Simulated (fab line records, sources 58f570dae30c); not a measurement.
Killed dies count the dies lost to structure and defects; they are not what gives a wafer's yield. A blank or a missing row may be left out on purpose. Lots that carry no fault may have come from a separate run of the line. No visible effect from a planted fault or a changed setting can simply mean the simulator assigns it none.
Commonality check across tools + flow berkeley-cmos170 + Sampled: 14 lots, 42 wafers

== WHY IT WAS OPENED ==
UCB170_PVT_TW_MEAS_09, reading PVT_TW: flagged on 2 of 14 lots. Wafers without a fault read 507.3, standard deviation 2.3.
Rule: a lot is flagged when every wafer of it that has a number lies more than 4 standard deviations from that mean, or none has a number. All remaining lots are regarded as sound.

| lot  | measured     | on            | PVT_TW, wafer by wafer | flag    |
|------|--------------|---------------|------------------------|---------|
| L704 | day 6 02:37  | film-metro-01 | 505.4 506.6 507.8      |         |
| L708 | day 7 00:13  | film-metro-04 | 511.3 512.4 510.6      |         |
| L707 | day 7 00:29  | film-metro-04 | 508.1 509.9 509.2      |         |
| L705 | day 7 00:48  | film-metro-01 | 507.6 507.0 506.5      |         |
| L709 | day 7 19:31  | film-metro-03 | 508.4 508.3 508.7      |         |
| L711 | day 8 03:20  | film-metro-04 | 510.8 508.9 508.0      |         |
| L710 | day 8 04:04  | film-metro-04 | 507.3 503.9 506.2      |         |
| L714 | day 8 17:23  | film-metro-04 | 626.0 624.2 629.7      | FLAGGED |
| L716 | day 9 06:16  | film-metro-01 | 630.2 629.4 629.6      | FLAGGED |
| L723 | day 10 18:02 | film-metro-03 | 503.5 501.8 506.3      |         |
| L722 | day 10 18:16 | film-metro-04 | 507.4 506.9 506.7      |         |
| L724 | day 10 18:32 | film-metro-01 | 508.1 508.0 506.0      |         |
| L725 | day 11 05:50 | film-metro-03 | 502.0 503.0 502.7      |         |
| L726 | day 11 06:04 | film-metro-04 | 505.5 505.3 511.1      |         |
The mean of the flagged lots' numbers is 628.2, +120.9 from the usual (+53 standard deviations).

== LOT BY LOT: THE TOOL USED ==
2 process steps preceding the reading are held in the record, out of 331 steps in the route. Cell contents, in order: the tool; ch with the chambers the sampled wafers went through; the start.
| lot  | flag    | UCB170_ACTIVE_ETCH_15             | UCB170_PVT_IMPLANT_07           |
|------|---------|-----------------------------------|---------------------------------|
| L704 |         | rie-diel-04 ch 2,3, day 4 16:22   | implanter-01 ch 0, day 6 02:23  |
| L708 |         | rie-diel-01 ch 0,1,3, day 5 07:43 | implanter-03 ch 0, day 6 23:59  |
| L707 |         | rie-diel-03 ch 0,1,2, day 5 07:59 | implanter-03 ch 0, day 7 00:14  |
| L705 |         | rie-diel-03 ch 0,2, day 5 00:47   | implanter-03 ch 0, day 7 00:32  |
| L709 |         | rie-diel-04 ch 0,1,2, day 5 23:50 | implanter-03 ch 0, day 7 19:16  |
| L711 |         | rie-diel-01 ch 0,2,3, day 6 13:00 | implanter-02 ch 0, day 8 03:05  |
| L710 |         | rie-diel-03 ch 1,2,3, day 6 13:23 | implanter-03 ch 0, day 8 03:49  |
| L714 | FLAGGED | rie-diel-03 ch 0,1,3, day 7 05:26 | implanter-03 ch 0, day 8 16:50  |
| L716 | FLAGGED | rie-diel-03 ch 2,3, day 7 12:53   | implanter-03 ch 0, day 9 05:25  |
| L723 |         | rie-diel-01 ch 0,1,3, day 8 22:10 | implanter-01 ch 0, day 10 17:47 |
| L722 |         | rie-diel-04 ch 1,3, day 8 22:03   | implanter-03 ch 0, day 10 18:02 |
| L724 |         | rie-diel-03 ch 0,2, day 8 22:25   | implanter-02 ch 0, day 10 18:17 |
| L725 |         | rie-diel-03 ch 0,2, day 9 15:35   | implanter-02 ch 0, day 11 05:38 |
| L726 |         | rie-diel-01 ch 1,2,3, day 9 15:22 | implanter-01 ch 0, day 11 05:49 |
What the steps here do:
- UCB170_ACTIVE_ETCH_15: etches Si3N4 in CH3F/Ar/O2, stops on SiO2, target depth 242 nm, time 151 s.
- UCB170_PVT_IMPLANT_07
- UCB170_PVT_TW_MEAS_09

== FLAGGED AGAINST TOTAL, ONE TOOL AT A TIME (gauges that did the reading follow at the end) ==
| step                  | tool          | lots run | flagged | share of the flagged lots | sound lots run after its first flagged lot |
|-----------------------|---------------|----------|---------|---------------------------|--------------------------------------------|
| UCB170_ACTIVE_ETCH_15 | rie-diel-01   | 4        | 0       | none                      | -                                          |
| UCB170_ACTIVE_ETCH_15 | rie-diel-03   | 7        | 2       | all                       | 2 (L724,L725)                              |
| UCB170_ACTIVE_ETCH_15 | rie-diel-04   | 3        | 0       | none                      | -                                          |
| UCB170_PVT_IMPLANT_07 | implanter-01  | 3        | 0       | none                      | -                                          |
| UCB170_PVT_IMPLANT_07 | implanter-02  | 3        | 0       | none                      | -                                          |
| UCB170_PVT_IMPLANT_07 | implanter-03  | 8        | 2       | all                       | 1 (L722)                                   |
| UCB170_PVT_TW_MEAS_09 | film-metro-01 | 4        | 1       | some                      | 1 (L724)                                   |
| UCB170_PVT_TW_MEAS_09 | film-metro-03 | 3        | 0       | none                      | -                                          |
| UCB170_PVT_TW_MEAS_09 | film-metro-04 | 7        | 1       | some                      | 2 (L722,L726)                              |

== WHAT IS ALLOWED BY THE TABLE ==
Table rows that saw every flagged lot: 2, namely rie-diel-03 at UCB170_ACTIVE_ETCH_15 and implanter-03 at UCB170_PVT_IMPLANT_07.
- rie-diel-03 at UCB170_ACTIVE_ETCH_15: 2 of its 7 lots flagged. Lots that were sound ran on it after the first flagged one (L724, L725); a persistent fault on the entire tool would not allow that.
- implanter-03 at UCB170_PVT_IMPLANT_07: 2 of its 8 lots flagged. Lots that were sound ran on it after the first flagged one (L722); a persistent fault on the entire tool would not allow that.
Not one row of the table ran every flagged lot while running no sound lot after the first.

== WHAT THE SIMULATOR HAD INSERTED ==
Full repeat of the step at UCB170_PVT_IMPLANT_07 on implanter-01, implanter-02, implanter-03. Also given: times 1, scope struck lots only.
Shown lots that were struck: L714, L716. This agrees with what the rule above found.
